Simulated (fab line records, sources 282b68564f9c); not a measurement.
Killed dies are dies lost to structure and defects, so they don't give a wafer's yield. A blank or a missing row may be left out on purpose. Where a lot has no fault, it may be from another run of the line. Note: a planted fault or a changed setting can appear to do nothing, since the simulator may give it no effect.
Split-lot study + flow rit cmos + 23 wafers read from 5 lots, route of 202 steps

## THE SPLIT
At RIT_PSD_COAT_01 (resist thk 1000 nm), the setting spin rpm was moved away from the recipe's 3250 rpm on 5 of the 23 wafers read, by -6.3% to +6.2%. This setting was run at the recipe's value on the other wafers.

## FROM THE SPLIT TO THE READING: what the file shows between them, 3 steps
- RIT_PSD_SOFTBAKE_02: time 60 s
- RIT_PSD_EXPOSE_03: exposes mask M10, target cd 40900 nm
- RIT_PSD_DEVELOP_05: develop time 50 s

## THE READING
NOVOLAK_of_PSD_COAT_01.thk nm (the simulator's own value, which no gauge read), in nm, at RIT_PSD_HARDBAKE_07 (time 60 s). The file does not state a usual value for it. Across the 18 wafers here that went through the recipe, the average is 886.8 nm and the standard deviation 2 nm.

| wafer  | tool, chamber at the split | spin rpm as run, rpm | against the recipe | NOVOLAK_of_PSD_COAT_01.thk nm, nm | against lot-mates on the recipe |
|--------|----------------------------|----------------------|--------------------|-----------------------------------|---------------------------------|
| L074.3 | litho track-01, 0          | 3250                 | recipe             | 886.3                             | -                               |
| L074.4 | litho track-01, 0          | 3250                 | recipe             | 884                               | -                               |
| L074.5 | litho track-01, 0          | 3250                 | recipe             | 883                               | -                               |
| L077.1 | litho track-01, 0          | 3250                 | recipe             | 887.3                             | -                               |
| L077.2 | litho track-01, 0          | 3450                 | +6.2%              | 864.7                             | -24.5                           |
| L077.3 | litho track-01, 0          | 3250                 | recipe             | 889                               | -                               |
| L077.4 | litho track-01, 0          | 3250                 | recipe             | 891.2                             | -                               |
| L077.6 | litho track-01, 0          | 3450                 | +6.2%              | 862.9                             | -26.3                           |
| L078.2 | litho track-03, 0          | 3046                 | -6.3%              | 916.6                             | +28.6                           |
| L078.3 | litho track-03, 0          | 3046                 | -6.3%              | 916.5                             | +28.5                           |
| L078.4 | litho track-03, 0          | 3250                 | recipe             | 887.4                             | -                               |
| L078.5 | litho track-03, 0          | 3046                 | -6.3%              | 915.2                             | +27.2                           |
| L078.6 | litho track-03, 0          | 3250                 | recipe             | 888.5                             | -                               |
| L080.1 | litho track-01, 0          | 3250                 | recipe             | 887.2                             | -                               |
| L080.2 | litho track-01, 0          | 3250                 | recipe             | 886.4                             | -                               |
| L080.3 | litho track-01, 0          | 3250                 | recipe             | 883.4                             | -                               |
| L080.4 | litho track-01, 0          | 3250                 | recipe             | 885.5                             | -                               |
| L080.5 | litho track-01, 0          | 3250                 | recipe             | 887.7                             | -                               |
| L083.1 | litho track-01, 0          | 3250                 | recipe             | 888.4                             | -                               |
| L083.2 | litho track-01, 0          | 3250                 | recipe             | 886.8                             | -                               |
| L083.6 | litho track-01, 0          | 3250                 | recipe             | 886.8                             | -                               |
| L083.3 | litho track-01, 0          | 3250                 | recipe             | 885.5                             | -                               |
| L083.5 | litho track-01, 0          | 3250                 | recipe             | 887.4                             | -                               |

THE FIT
A straight line over all 23 wafers: NOVOLAK_of_PSD_COAT_01.thk nm changes by -4.29 nm for each +1% of spin rpm; r = -0.99; the points scatter about the line by 2.2 nm.
The same after taking each lot's own level away (the mean of its wafers on the recipe; 23 wafers): -4.34 nm for each +1%; r = -0.99; scatter 1.3 nm.
That fit puts the effect of the largest move of spin rpm on the reading at 27 nm.
The span of the lots' own levels, 884.43 to 889.17 nm, comes to 2.4 times the standard deviation stated above.
Consequently the slope shifts little with the lot-to-lot level, the two slopes agreeing.
Check: for one of the wafers moved furthest among these (-6.3%), held out of the fit, the line's prediction against its lot-mates is +27.1 nm. It came out at +28.6 nm against them.

## OTHER SPLITS APPLIED TO THESE WAFERS
Note: prior to the reading, these wafers also went through further splits. Each is held against what the fit with the lots' levels taken away leaves over:
| other split on the same wafers | wafers away from the commonest value | r with NOVOLAK_of_PSD_COAT_01.thk nm (lot level and that fit taken away) |
|--------------------------------|--------------------------------------|--------------------------------------------------------------------------|
| RIT_GATE_ETCH_19 rf w          | 11                                   | +0.27                                                                    |
| RIT_NLDD_COAT_01 spin rpm      | 9                                    | -0.32                                                                    |
| RIT_NLDD_HARDBAKE_07 temp c    | 11                                   | +0.23                                                                    |
| RIT_PLDD_IMPLANT_08 energy kev | 10                                   | +0.15                                                                    |

## THE WHOLE CHAIN: every reading that the file lists as answering this split, in the file's order
| step                | what it does       | reading                                                                        | change (the file's fit)              | r (the file's) |
|---------------------|--------------------|--------------------------------------------------------------------------------|--------------------------------------|----------------|
| RIT_PSD_COAT_01     | resist thk 1000 nm | NOVOLAK_of_PSD_COAT_01.thk nm (the simulator's own value, which no gauge read) | -4.92 nm for each +1% of the setting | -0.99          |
| RIT_PSD_HARDBAKE_07 | time 60 s          | NOVOLAK_of_PSD_COAT_01.thk nm (the simulator's own value, which no gauge read) | -4.31 nm for each +1% of the setting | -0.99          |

## FILE'S OWN FIT
NOVOLAK_of_PSD_COAT_01.thk nm changes by -4.31 nm for each +1% of spin rpm, r = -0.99.
